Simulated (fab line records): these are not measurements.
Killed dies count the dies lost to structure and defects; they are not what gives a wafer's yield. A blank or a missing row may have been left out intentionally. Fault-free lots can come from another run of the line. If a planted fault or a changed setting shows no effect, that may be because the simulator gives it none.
The same fault as seen by 2 desks -- flow rit cmos -- numbers are kept per desk, each desk with only its own; the story behind them comes last

## THE TOOL OWNER'S DESK: furnace-03
The tool's own readings at RIT_FOX1_OXIDATION_00 (target thk 350.7 nm, ox time 1130 s): means of the sampled wafers that have a number, for each lot that ran on this tool. If a lot's mean is further than 4 standard deviations from the usual mean, the lot is out of limits and carries the mark OUT (the distance appears in the brackets).
Columns: A = spike tc centre C at RIT_FOX1_OXIDATION_00, usual 1102.3 C; B = spike tc load C at RIT_FOX1_OXIDATION_00, usual 1124.4 C; C = spike tc source C at RIT_FOX1_OXIDATION_00, usual 1123 C; D = tube center temp C at RIT_FOX1_OXIDATION_00, usual 1100 C; E = tube_center_temp_C_max at RIT_FOX1_OXIDATION_00, usual 1102.9; F = zone power source pct at RIT_FOX1_OXIDATION_00, usual 42.5 %
lot,first seen here,A,B,C,D,E,F
L874,day 1 16:52,1101.7,1122.6,1126,1100,1103.1,41.4
L877,day 2 09:28,1102.8,1124.3,1126,1100,1102.6,41.4
L882,day 3 09:39,1100.9,1123.5,1126,1100,1102.4,41.0
L889,day 4 19:45,1061.0 (-38) OUT,1082.8 (-23) OUT,1085 (-11) OUT,1060 (-99 or more) OUT,1063.3 (-78) OUT,37.6
L890,day 5 01:06,1062.0 (-37) OUT,1081.6 (-24) OUT,1085 (-12) OUT,1060 (-99 or more) OUT,1062.8 (-79) OUT,37.3
This desk finds L889, L890 out of limits, L889 being first, at day 4 19:45 (spike tc centre C at RIT_FOX1_OXIDATION_00). Within limits: L874, L877, L882.

## METROLOGY DESK
What the gauges read for every lot (on any tool): the sampled wafers with a number, averaged. If a lot's mean is further than 4 standard deviations from the usual mean, the lot is out of limits and carries the mark OUT (the distance appears in the brackets).
Columns: A = cd nm at RIT_ACTIVE_CD_MEAS_11, usual 1400.5 nm; B = FOX1_OXIDE_THK at RIT_FOX1_THK_MEAS_01, usual 354 nm; C = PRETRO_OVL at RIT_PRETRO_OVL_MEAS_06, usual 1.1 nm
lot,first seen here,A,B,C
L874,day 1 15:15,1399.6,351,1.8
L876,day 2 00:31,1399.4,358,1.7
L877,day 2 08:21,1399.6,355,0.7
L878,day 2 10:28,1402.9,352,1.3
L879,day 2 16:38,1401.1,368,2.0
L880,day 2 21:39,1398.8,362,0.9
L882,day 3 08:35,1403.0,354,0.2
L884,day 3 16:28,1401.2,356,0.7
L889,day 4 18:14,1401.1,271 (-12) OUT,1.1
L890,day 4 22:28,1400.3,276 (-11) OUT,-0.1
L891,day 5 04:10,1397.7,354,-0.6
L893,day 5 13:30,1399.7,346,0.7
L896,day 6 04:46,1402.4,360,-0.7
L897,day 6 09:36,1401.1,356,1.2
This desk reports L889, L890 out of limits; the earliest was L889 at day 4 21:04 (FOX1_OXIDE_THK at RIT_FOX1_THK_MEAS_01). Within limits: L874, L876, L877, L878, L879, L880, L882, L884, L891, L893, L896, L897.

## TAKEN TOGETHER
The tool owner's desk had the chance to raise an alarm at day 4 19:45 on L889, L890.
Metrology desk: alarm possible at day 4 21:04 on L889, L890.
All the named lots went through RIT_FOX1_OXIDATION_00 on furnace-03.

## WHAT THE SIMULATOR HAD PUT IN
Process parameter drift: furnace-03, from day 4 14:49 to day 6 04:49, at RIT_FOX1_OXIDATION_00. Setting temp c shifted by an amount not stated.
Shown lots that were struck: L889, L890.
Time in hours from fault onset to the first out-of-limits reading at each desk: tool owner's desk 5, metrology desk 6.
